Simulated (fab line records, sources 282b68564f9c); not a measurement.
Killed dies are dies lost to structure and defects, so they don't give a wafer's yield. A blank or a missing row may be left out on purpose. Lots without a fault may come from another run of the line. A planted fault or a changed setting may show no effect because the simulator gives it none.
A struck lot beside a sound one | flow rit_cmos | 22 steps out of a route of 202
Sound: wafers L103.2, L103.3, L103.5. Struck: wafers L114.1, L114.3, L114.6. The cause comes at the end.
At each step with rows: each side's tool, then ch and its chambers, then its first start. Under that, the readings that differ: sound wafers | struck wafers | difference of the means | sigmas: that difference in standard deviations of wafers without a fault.
alike: readings whose means differ by less than 2 such deviations, and words and numbers that are the same on both sides. not compared: withheld readings, readings that some wafer has no value for, bounds like >300 that may hide the same value, and numbers for which the record gives no deviation and whose values overlap.
The two part at a step that has a row with sigmas, a row that says differs or no value, or rows on one side only. Numbers that don't overlap but have no deviation are shown without sigmas and don't part them. A reading that every wafer of one side lacks parts them only if that side has two wafers or more.

first, 2 steps without rows for these wafers: RIT_NSD_HARDBAKE_07 (time 60 s); RIT_NSD_IMPLANT_08.
RIT_NSD_STRIP_09: strips in O2, time 180 s.
  sound on plasma_asher-03 ch 0,1, day 3 11:56; struck on plasma_asher-04 ch 0, day 5 16:24
  reading                     | sound       | struck      | difference | sigmas
  drypump_motor_current_A (A) | 5.4 5.4 4.9 | 6.3 6.3 6.3 | +1.1       | +2
  not compared: rf_hours_counter_h
RIT_NSD_TW_MEAS_10:
  sound on film_metro-02, day 3 12:07; struck on film_metro-01, day 5 16:34
  alike: NSD_TW
then, 6 steps without rows for these wafers: RIT_PSD_HMDS_00 (prime time 60 s); RIT_PSD_COAT_01 (resist thk 1000 nm); RIT_PSD_SOFTBAKE_02 (time 60 s); RIT_PSD_EXPOSE_03 (exposes mask M10, target cd 40900 nm); RIT_PSD_PEB_04; RIT_PSD_DEVELOP_05 (develop time 50 s).
RIT_PSD_OVL_MEAS_06:
  sound on overlay-01, day 3 13:02; struck on overlay-02, day 5 17:37
  alike: PSD_OVL
then, 1 step without rows for these wafers: RIT_PSD_HARDBAKE_07 (time 60 s).
RIT_PSD_IMPLANT_08:
  sound on implanter-02 ch 0, day 3 13:14; struck on implanter-02 ch 0, day 5 17:48
  reading                   | sound             | struck            | difference | sigmas
  implant_ion_amu           | 49 49 49          | 11 11 11          | -38        |
  model.implant.rp_nm (nm)  | 21.91 21.91 21.91 | 84.14 84.14 84.14 | +62.23     |
  model.implant.drp_nm (nm) | 12.05 12.05 12.05 | 38.9 38.9 38.9    | +26.8      |
RIT_PSD_STRIP_09: strips in O2, time 180 s.
  sound on plasma_asher-04 ch 1, day 3 13:22; struck on plasma_asher-04 ch 0,1, day 5 17:57
  alike: drypump_motor_current_A
  not compared: rf_hours_counter_h
RIT_PSD_TW_MEAS_10:
  sound on film_metro-02, day 3 13:32; struck on film_metro-02, day 5 18:07
  reading | sound          | struck         | difference | sigmas
  PSD_TW  | 3447 3454 3452 | 2909 2907 2896 | -547       | -18
then, 3 steps without rows for these wafers: RIT_SDANNEAL_CLEAN_00 (cleans in SC1, time 600 s); RIT_SDANNEAL_CLEAN_01 (cleans in dHF, time 30 s); RIT_SDANNEAL_CLEAN_02 (cleans in SC2, time 600 s).
RIT_SDANNEAL_RTA_03: time 5 s.
  sound on rtp_anneal-02 ch 0, day 3 14:02; struck on rtp_anneal-02 ch 0, day 5 18:34
  alike: wafer_temp_C_max
RIT_SDANNEAL_RS_MEAS_04: measures by four-point-probe.
  sound on film_metro-01, day 3 14:06; struck on film_metro-03, day 5 18:37
  reading         | sound                | struck            | difference | sigmas
  PSD_RS (ohm/sq) | 115.63 115.94 115.76 | 45.00 45.00 45.00 | -70.78     | -99 or more
RIT_SDANNEAL_RS_MEAS_05: measures by four-point-probe.
  sound on film_metro-01, day 3 14:13; struck on film_metro-03, day 5 18:44
  alike: NSD_RS
RIT_M1_PROBE_99:
  the record has rows for the struck wafers here (prober-02, day 6 02:16) and none for the sound ones

WHERE THEY PART
First at RIT_NSD_STRIP_09; last, within this record, at RIT_M1_PROBE_99.

WHY: what the simulator had put in
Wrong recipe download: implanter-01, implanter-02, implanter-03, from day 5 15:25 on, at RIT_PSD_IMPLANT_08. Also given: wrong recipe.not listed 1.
